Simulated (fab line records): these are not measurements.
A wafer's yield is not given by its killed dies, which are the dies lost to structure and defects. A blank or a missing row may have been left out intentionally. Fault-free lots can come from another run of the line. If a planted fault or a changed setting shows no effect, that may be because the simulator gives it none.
Struck lot and sound lot, side by side	flow rit-cmos	16 steps out of a route of 202
Sound: the wafers L542.1, L542.4, L542.6. Struck: wafers L557.2, L557.3, L557.4. At the end, the cause is stated.
Per side, at each step with rows, come the tool, then ch with its chambers, and then its first start. Under that, the readings that differ: sound wafers	struck wafers	difference of the means	sigmas: that difference in standard deviations of wafers without a fault.
alike: readings whose means differ by less than 2 such deviations, and words and numbers that are the same on both sides. not compared: withheld readings, readings that some wafer has no value for, bounds like >300 that may hide the same value, and numbers for which the record gives no deviation and whose values overlap.
The two part at a step that has a row with sigmas, a row that says differs or no value, or rows on one side only. Non-overlapping numbers with no deviation appear without sigmas and do not part them. A reading that every wafer of one side lacks parts them only if that side has two wafers or more.

RIT_ACTIVE_BOW_MEAS_00:
  sound on film-metro-01, day 1 10:00; struck on film-metro-03, day 4 13:01
  alike: INCOMING_BOW
then, 1 step without rows for these wafers: RIT_ACTIVE_OXIDATION_01 (target thk 46.8 nm, ox time 3360 s).
RIT_ACTIVE_THK_MEAS_02:
  sound on film-metro-04, day 1 12:03; struck on film-metro-04, day 4 15:04
  alike: ACTIVE_OXIDE_THK
then, 1 step without rows for these wafers: RIT_ACTIVE_CVD_03 (deposits Si3N4 from SiH2Cl2/NH3, target thk 150 nm, time 1500 s).
RIT_ACTIVE_THK_MEAS_04:
  sound on film-metro-04, day 1 13:32; struck on film-metro-03, day 4 16:32
  alike: ACTIVE_NITRIDE_THK
then, 3 steps without rows for these wafers: RIT_ACTIVE_HMDS_05 (prime time 60 s); RIT_ACTIVE_COAT_06 (resist thk 1000 nm); RIT_ACTIVE_SOFTBAKE_07 (time 60 s).
RIT_ACTIVE_EXPOSE_08: exposes mask M1, target cd 1400 nm.
  sound on iline-stepper-01 ch 0, day 1 14:10; struck on iline-stepper-02 ch 0, day 4 17:11
reading	sound	struck	difference	sigmas
exposure-dose-mJ-cm2	224.96 224.81 224.90	215.09 215.19 214.80	-9.86	-45
  alike: mask, focus-offset-nm, reticle-temp-C
then, 2 steps without rows for these wafers: RIT_ACTIVE_PEB_09; RIT_ACTIVE_DEVELOP_10 (develop time 50 s).
RIT_ACTIVE_CD_MEAS_11: target cd 1400 nm.
  sound on cd-sem-02, day 1 14:34; struck on cd-sem-01, day 4 17:35
reading	sound	struck	difference	sigmas
cd-nm (nm)	1399.0 1399.1 1397.7	1414.3 1413.1 1414.3	+15.3	+7
then, 1 step without rows for these wafers: RIT_ACTIVE_HARDBAKE_12 (time 60 s).
RIT_ACTIVE_ETCH_13: etches Si3N4 in SF6, stops on SiO2, time 210 s, target depth 210 nm.
  sound on rie-diel-02 ch 0,1,2, day 1 14:50; struck on rie-diel-03 ch 0,1,2, day 4 17:50
reading	sound	struck	difference	sigmas
model.ACTIVE.cd-nm (nm)	1400 1399 1398	1414 1413 1414	+15	
  alike: drypump-motor-current-A, oes-product-au, rf-fwd-power-W, throttle-valve-pct
  not compared: rf-hours-counter-h
RIT_ACTIVE_STRIP_14: strips in O2, time 180 s.
  sound on plasma-asher-01 ch 0,1, day 1 14:58; struck on plasma-asher-01 ch 0,1, day 4 17:58
  alike: drypump-motor-current-A
  not compared: rf-hours-counter-h
RIT_M1_PROBE_99:
  sound on prober-01, day 3 15:40; struck on prober-02, day 6 16:46
  alike: killed-at-contacts, killed-at-front-end, killed-dies, killed-open, killed-short

## WHERE THEY PART
At RIT_ACTIVE_EXPOSE_08 first; at RIT_ACTIVE_CD_MEAS_11 last (within this record only). Later steps at which nothing parts them and some readings are alike: RIT_ACTIVE_ETCH_13, RIT_ACTIVE_STRIP_14, RIT_M1_PROBE_99.

WHY: what had been put in by the simulator
Drift in process parameters on iline-stepper-02 at RIT_ACTIVE_EXPOSE_08, starting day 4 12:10. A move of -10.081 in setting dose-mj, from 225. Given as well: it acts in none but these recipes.
